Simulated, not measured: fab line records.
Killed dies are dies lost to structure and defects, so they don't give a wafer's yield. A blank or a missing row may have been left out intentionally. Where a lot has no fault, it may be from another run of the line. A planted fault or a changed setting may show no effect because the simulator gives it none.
A single fault, viewed from 2 desks || flow rit-cmos || what lay behind the numbers comes last; until then each desk has only its own

## FOR THE TOOL OWNER'S DESK: implanter-01
The tool's own readings at RIT_PRETRO_IMPLANT_08: means of the sampled wafers that have a number, for each lot that ran on this tool. If a lot's mean is further than 4 standard deviations from the usual mean, the lot is out of limits and carries the mark OUT (the distance appears in the brackets).
Columns: A = beam-energy-keV at RIT_PRETRO_IMPLANT_08, usual 44.998
{"lot": "L343", "first seen here": "day 2 10:55", "A": 45.004}
{"lot": "L350", "first seen here": "day 3 21:38", "A": 44.999}
{"lot": "L355", "first seen here": "day 4 22:01", "A": 44.984}
{"lot": "L361", "first seen here": "day 6 02:48", "A": "54.904 (+99 or more) OUT"}
{"lot": "L364", "first seen here": "day 6 17:22", "A": "54.896 (+99 or more) OUT"}
This desk's finding: out of limits on L361, L364; first on L361, day 6 02:48 (beam-energy-keV at RIT_PRETRO_IMPLANT_08). Within limits: L343, L350, L355.

## FROM THE METROLOGY DESK
What the gauges read for every lot (on any tool): the sampled wafers with a number, averaged. If a lot's mean is further than 4 standard deviations from the usual mean, the lot is out of limits and carries the mark OUT (the distance appears in the brackets).
Columns: A = PRETRO_TW at RIT_PRETRO_TW_MEAS_10, usual 477
{"lot": "L343", "first seen here": "day 2 11:13", "A": 475}
{"lot": "L345", "first seen here": "day 2 20:29", "A": 474}
{"lot": "L346", "first seen here": "day 3 01:23", "A": 478}
{"lot": "L347", "first seen here": "day 3 06:35", "A": 481}
{"lot": "L348", "first seen here": "day 3 09:55", "A": 473}
{"lot": "L349", "first seen here": "day 3 15:13", "A": 481}
{"lot": "L350", "first seen here": "day 3 21:57", "A": 469}
{"lot": "L351", "first seen here": "day 4 03:02", "A": 480}
{"lot": "L354", "first seen here": "day 4 16:27", "A": 472}
{"lot": "L355", "first seen here": "day 4 22:20", "A": 482}
{"lot": "L361", "first seen here": "day 6 03:08", "A": "494 (+4.3) OUT"}
{"lot": "L362", "first seen here": "day 6 08:00", "A": 473}
{"lot": "L364", "first seen here": "day 6 17:41", "A": "495 (+4.5) OUT"}
{"lot": "L365", "first seen here": "day 6 23:22", "A": 473}
Per this desk, out of limits: L361, L364; the first was L361, day 6 03:08 (PRETRO_TW at RIT_PRETRO_TW_MEAS_10). Within limits: L343, L345, L346, L347, L348, L349, L350, L351, L354, L355, L362, L365.

## ALL TOGETHER
At day 6 02:48, on L361, L364, the tool owner's desk was in a position to raise an alarm.
At day 6 03:08 the metrology desk could have sounded an alarm, on L361, L364.
All the named lots went through RIT_PRETRO_IMPLANT_08 on implanter-01.

## WHAT WAS PUT IN BY THE SIMULATOR
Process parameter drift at RIT_PRETRO_IMPLANT_08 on implanter-01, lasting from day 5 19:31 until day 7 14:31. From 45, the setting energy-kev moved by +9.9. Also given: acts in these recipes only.
Lots struck among those shown: L361, L364.
Delay (hours) between the fault's onset and each desk's first out-of-limits reading: 7 at the tool owner's desk, 8 at the metrology desk.
